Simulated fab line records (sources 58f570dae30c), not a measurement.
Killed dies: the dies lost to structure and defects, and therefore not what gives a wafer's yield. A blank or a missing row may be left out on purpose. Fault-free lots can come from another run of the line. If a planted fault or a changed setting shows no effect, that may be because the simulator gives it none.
The same fault as seen by 2 desks || flow berkeleyCmos170 || each desk has only its own numbers; what lay behind them comes last

== AT THE TOOL OWNER'S DESK: lpcvd-01 ==
The tool's own readings at UCB170_PWELL_CVD_05 (deposits Si3N4 from SiH2Cl2/NH3, target thk 220 nm, time 3300 s): means of the sampled wafers that have a number, for each lot that ran on this tool. If a lot's mean is further than 4 standard deviations from the usual mean, the lot is out of limits and carries the mark OUT (the distance appears in the brackets).
Columns: A = spikeTcCentreC at UCB170_PWELL_CVD_05, usual 802.9 C; B = spikeTcLoadC at UCB170_PWELL_CVD_05, usual 821.8 C; C = spikeTcSourceC at UCB170_PWELL_CVD_05, usual 823.8 C; D = susceptorTempC at UCB170_PWELL_CVD_05, usual 800.1 C; E = zonePowerSourcePct at UCB170_PWELL_CVD_05, usual 19.4 %
{"lot": "L617", "first seen here": "day 2 23:41", "A": 802.3, "B": 819.7, "C": 823.6, "D": 799.6, "E": 22.5}
{"lot": "L618", "first seen here": "day 2 23:41", "A": 803.6, "B": 820.1, "C": 823.9, "D": 800.2, "E": 22.5}
{"lot": "L619", "first seen here": "day 3 08:15", "A": 803.0, "B": 820.0, "C": 824.0, "D": 800.7, "E": 22.5}
{"lot": "L620", "first seen here": "day 3 13:14", "A": 802.3, "B": 821.1, "C": 823.7, "D": 800.2, "E": 16.0}
{"lot": "L626", "first seen here": "day 4 18:16", "A": 803.2, "B": 819.7, "C": 823.5, "D": 799.5, "E": 22.6}
{"lot": "L628", "first seen here": "day 5 08:05", "A": "824.9 (+18) OUT", "B": "840.9 (+6.8) OUT", "C": "846.6 (+16) OUT", "D": "821.7 (+58) OUT", "E": 23.8}
{"lot": "L629", "first seen here": "day 5 08:05", "A": "823.3 (+17) OUT", "B": "841.3 (+7.0) OUT", "C": "846.6 (+16) OUT", "D": "821.5 (+58) OUT", "E": 24.0}
Finding of this desk: L628, L629 out of limits; the first was L628 at day 5 08:05, on spikeTcCentreC at UCB170_PWELL_CVD_05. L617, L618, L619, L620, L626 stayed within limits.

== METROLOGY DESK ==
What the gauges read, lot by lot, whatever tool the lot ran on: means of the sampled wafers that have a number. If a lot's mean is further than 4 standard deviations from the usual mean, the lot is out of limits and carries the mark OUT (the distance appears in the brackets).
Columns: A = PWELL_NITRIDE_THK at UCB170_PWELL_THK_MEAS_06, usual 220.5 nm
{"lot": "L617", "first seen here": "day 3 01:37", "A": 224.1}
{"lot": "L618", "first seen here": "day 3 01:37", "A": 222.8}
{"lot": "L619", "first seen here": "day 3 11:08", "A": 223.0}
{"lot": "L620", "first seen here": "day 3 16:06", "A": 220.1}
{"lot": "L621", "first seen here": "day 3 17:23", "A": 221.3}
{"lot": "L622", "first seen here": "day 3 21:58", "A": 217.8}
{"lot": "L623", "first seen here": "day 4 12:37", "A": 220.5}
{"lot": "L626", "first seen here": "day 4 20:12", "A": 217.1}
{"lot": "L628", "first seen here": "day 5 10:01", "A": "323.9 (+57) OUT"}
{"lot": "L629", "first seen here": "day 5 10:01", "A": "321.9 (+56) OUT"}
{"lot": "L633", "first seen here": "day 6 11:17", "A": 219.4}
{"lot": "L639", "first seen here": "day 7 19:46", "A": 219.7}
This desk's result: L628, L629 out of limits, first on L628 (PWELL_NITRIDE_THK at UCB170_PWELL_THK_MEAS_06), day 5 10:01. L617, L618, L619, L620, L621, L622, L623, L626, L633, L639 stayed within limits.

== PUT TOGETHER ==
The tool owner's desk could have raised an alarm at day 5 08:05, on L628, L629.
Metrology desk: alarm possible at day 5 10:01 on L628, L629.
Of the lots named, all ran UCB170_PWELL_CVD_05 on lpcvd-01.

== WHAT THE SIMULATOR PUT IN ==
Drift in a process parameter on lpcvd-01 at UCB170_PWELL_CVD_05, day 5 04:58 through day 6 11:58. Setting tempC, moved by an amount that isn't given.
Lots struck among those shown: L628, L629.
Time in hours from fault onset to the first out-of-limits reading at each desk: tool owner's desk 3, metrology desk 5.
